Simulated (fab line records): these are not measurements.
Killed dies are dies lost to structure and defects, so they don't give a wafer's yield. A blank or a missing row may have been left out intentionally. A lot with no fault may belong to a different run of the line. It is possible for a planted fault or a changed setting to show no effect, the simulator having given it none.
Which tool is to blame?    flow berkeley_cmos170    36 wafers from 12 lots sampled at 5 of the route's 331 steps

## WHAT THE GAUGES READ, wafer by wafer
UCB170_M2_OVL_MEAS_16. Usual: M2_OVL typically reads 1 nm, with standard deviation 6.6.
lot   measured      on          M2_OVL (nm)  flag
L612  day 8 08:52   overlay-01  5 4 -3       
L613  day 8 11:16   overlay-01  -14 -9 -7    
L617  day 9 17:20   overlay-01  4 3 6        
L620  day 10 04:41  overlay-02  2 1 3        
L623  day 11 06:13  overlay-01  8 -6 2       
L625  day 11 07:49  overlay-02  9 8 13       
L631  day 12 06:58  overlay-02  -5 -12 -5    
L628  day 12 16:10  overlay-01  -2 -3 -3     
L632  day 12 16:15  overlay-01  10 12 2      
L630  day 12 19:29  overlay-01  -5 6 -6      
L633  day 12 19:37  overlay-02  2 -5 -4      
L634  day 13 22:16  overlay-02  10 10 10     

UCB170_M3_RS_MEAS_02: the measuring method here is four-point-probe. Usual: M3_AL_RS typically reads 0.0322 ohm/sq, with standard deviation 0.00033.
lot   measured      on             M3_AL_RS (ohm/sq)                          flag
L612  day 8 12:23   film_metro-03  0.0315 0.0315 0.0321                       
L613  day 8 14:24   film_metro-03  0.0323 0.0320 0.0318                       
L617  day 9 21:07   film_metro-01  0.0322 0.0325 0.0322                       
L620  day 10 08:07  film_metro-02  0.0282 0.0280 0.0281 0.0282 0.0281 0.0280  OFF
L623  day 11 09:19  film_metro-01  0.0284 0.0287 0.0284 0.0284 0.0287 0.0284  OFF
L625  day 11 11:10  film_metro-01  0.0323 0.0325 0.0325                       
L631  day 12 10:29  film_metro-03  0.0318 0.0319 0.0321                       
L628  day 12 19:36  film_metro-01  0.0317 0.0322 0.0319                       
L632  day 12 19:28  film_metro-03  0.0319 0.0321 0.0319                       
L630  day 12 22:59  film_metro-02  0.0320 0.0323 0.0321                       
L633  day 12 23:07  film_metro-01  0.0328 0.0328 0.0327                       
L634  day 14 01:19  film_metro-02  0.0322 0.0327 0.0328                       

UCB170_M3_THK_MEAS_03: measures by xrf. Usual: M3_AL_THK typically reads 910 nm, with standard deviation 11.
lot   measured      on             M3_AL_THK (nm)                 flag
L612  day 8 12:29   film_metro-03  929 927 916                    
L613  day 8 14:31   film_metro-03  905 917 921                    
L617  day 9 21:13   film_metro-01  907 896 906                    
L620  day 10 11:13  film_metro-02  1039 1040 1039 1038 1038 1046  OFF
L623  day 11 11:46  film_metro-01  1035 1021 1040 1031 1029 1039  OFF
L625  day 11 11:17  film_metro-01  912 907 908                    
L631  day 12 10:36  film_metro-03  920 914 913                    
L628  day 12 19:43  film_metro-01  932 912 922                    
L632  day 12 19:35  film_metro-03  921 911 914                    
L630  day 12 23:07  film_metro-02  911 899 907                    
L633  day 12 23:13  film_metro-01  898 898 900                    
L634  day 14 01:26  film_metro-02  893 889 882                    

## WHICH TOOL RAN EACH LOT (tool, then ch and the chambers of the sampled wafers, then the start)
lot   UCB170_M2_ETCH_17                   UCB170_M3_SPUTTER_01
L612  rie_diel-04 ch 0,2,3, day 8 08:53   pvd_sputter-03, day 8 12:15
L613  rie_diel-03 ch 2,3, day 8 11:18     pvd_sputter-04, day 8 14:19
L617  rie_diel-03 ch 0,1,3, day 9 17:22   pvd_sputter-03, day 9 20:59
L620  rie_diel-02 ch 0,2, day 10 04:42    pvd_sputter-02, day 10 07:59
L623  rie_diel-03 ch 1,2,3, day 11 06:15  pvd_sputter-02, day 11 09:12
L625  rie_diel-04 ch 1,3, day 11 07:52    pvd_sputter-04, day 11 11:04
L631  rie_diel-03 ch 0,1,3, day 12 06:59  pvd_sputter-03, day 12 10:23
L628  rie_diel-04 ch 0,1,3, day 12 16:11  pvd_sputter-03, day 12 19:30
L632  rie_diel-02 ch 1,2, day 12 16:17    pvd_sputter-04, day 12 19:23
L630  rie_diel-03 ch 0,1,2, day 12 19:31  pvd_sputter-04, day 12 22:55
L633  rie_diel-02 ch 1,2,3, day 12 19:38  pvd_sputter-03, day 12 22:59
L634  rie_diel-03 ch 1,2,3, day 13 22:19  pvd_sputter-03, day 14 01:14
- UCB170_M2_ETCH_17: etches BARC in N2/H2.
- UCB170_M3_SPUTTER_01: material Al, target thk 900 nm, time 120 s.

## WHAT THE TOOLS THEMSELVES READ (means of the sampled wafers that have a number; where no wafer has one, the mark that the record gives instead)
UCB170_M2_ETCH_17. Usual: bias_w 100.04 W, standard deviation 0.28; drypump_motor_current_A 5.7 A, standard deviation 0.4; oes_product_au 0.998 a.u., standard deviation 0.018; throttle_valve_pct 13.24 %, standard deviation 0.15.
lot   tool         bias_w (W)  drypump_motor_current_A (A)  oes_product_au (a.u.)  throttle_valve_pct (%)  flag
L612  rie_diel-04  99.90       5.7                          0.993                  13.19                   
L613  rie_diel-03  99.96       6.4                          1.014                  13.29                   
L617  rie_diel-03  100.24      5.7                          0.998                  13.39                   
L620  rie_diel-02  100.03      6.0                          0.990                  13.33                   
L623  rie_diel-03  100.02      5.9                          1.004                  13.39                   
L625  rie_diel-04  99.79       5.7                          0.991                  13.14                   
L631  rie_diel-03  99.85       5.8                          1.004                  13.39                   
L628  rie_diel-04  99.81       5.5                          0.991                  13.19                   
L632  rie_diel-02  100.15      5.7                          1.005                  13.27                   
L630  rie_diel-03  100.20      5.5                          1.011                  13.38                   
L633  rie_diel-02  99.94       5.6                          0.991                  13.14                   
L634  rie_diel-03  100.34      5.9                          1.000                  13.39                   

UCB170_M3_SPUTTER_01. Usual: cathode_dc_power_W 6000.1 W, standard deviation 1.1; chamber_pressure_pa 0.5000 Pa, standard deviation 0.0011; throttle_valve_pct 30.1 %, standard deviation 1.2.
lot   tool            cathode_dc_power_W (W)  chamber_pressure_pa (Pa)  throttle_valve_pct (%)  flag
L612  pvd_sputter-03  6000.3                  0.5005                    29.2                    
L613  pvd_sputter-04  5999.7                  0.5006                    29.9                    
L617  pvd_sputter-03  5999.6                  0.4999                    29.8                    
L620  pvd_sputter-02  6820.7                  0.5001                    29.9                    OFF
L623  pvd_sputter-02  6821.2                  0.5003                    30.7                    OFF
L625  pvd_sputter-04  6000.6                  0.4995                    29.2                    
L631  pvd_sputter-03  6000.2                  0.5000                    30.0                    
L628  pvd_sputter-03  6001.3                  0.4998                    29.8                    
L632  pvd_sputter-04  5999.9                  0.5001                    30.9                    
L630  pvd_sputter-04  5999.6                  0.5008                    30.5                    
L633  pvd_sputter-03  5999.2                  0.5005                    29.6                    
L634  pvd_sputter-03  6000.5                  0.4997                    30.0                    

## THE ANSWER, worked out from the rows above alone
Rule: a lot is off if the mean of its wafers that have a number lies more than 3 standard deviations from the usual mean. Also off: a lot with no number at a reading for which 4 or more lots have one. All remaining lots with rows at the step are treated as sound. Order of review: gauges by route order, followed by the tools' own readings, for which a lot's mean as printed above is used. At the first step where some lot is off, the reading lying furthest off is the one used; lots without a number count as furthest.
Off: L620, L623, at UCB170_M3_RS_MEAS_02 (M3_AL_RS).
A tool fits if, at a process step before that reading, it ran every lot that is off, and no sound lot after the first of them. Not tried: the gauges at UCB170_M3_RS_MEAS_02; whatever is off there is also off at UCB170_M3_SPUTTER_01, on other tools, and gauge error can't account for it. One candidate fits, namely pvd_sputter-02 at UCB170_M3_SPUTTER_01. It ran no sound lot before its first lot that is off in this sample, so the start can't be narrowed down.
On the lots that are off, the tool's own readings at UCB170_M3_SPUTTER_01 differ by more than 5 times the standard deviation of the sound lots' means, which bears it out; cathode_dc_power_W reads 6820.9 W there versus 6000.1 W on the sound lots.

## WHAT WAS PUT IN BY THE SIMULATOR
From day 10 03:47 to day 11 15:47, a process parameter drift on pvd_sputter-02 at UCB170_M3_SPUTTER_01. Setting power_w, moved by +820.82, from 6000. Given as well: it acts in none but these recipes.
Shown lots that were struck: L620, L623. This agrees with what the rule above found.
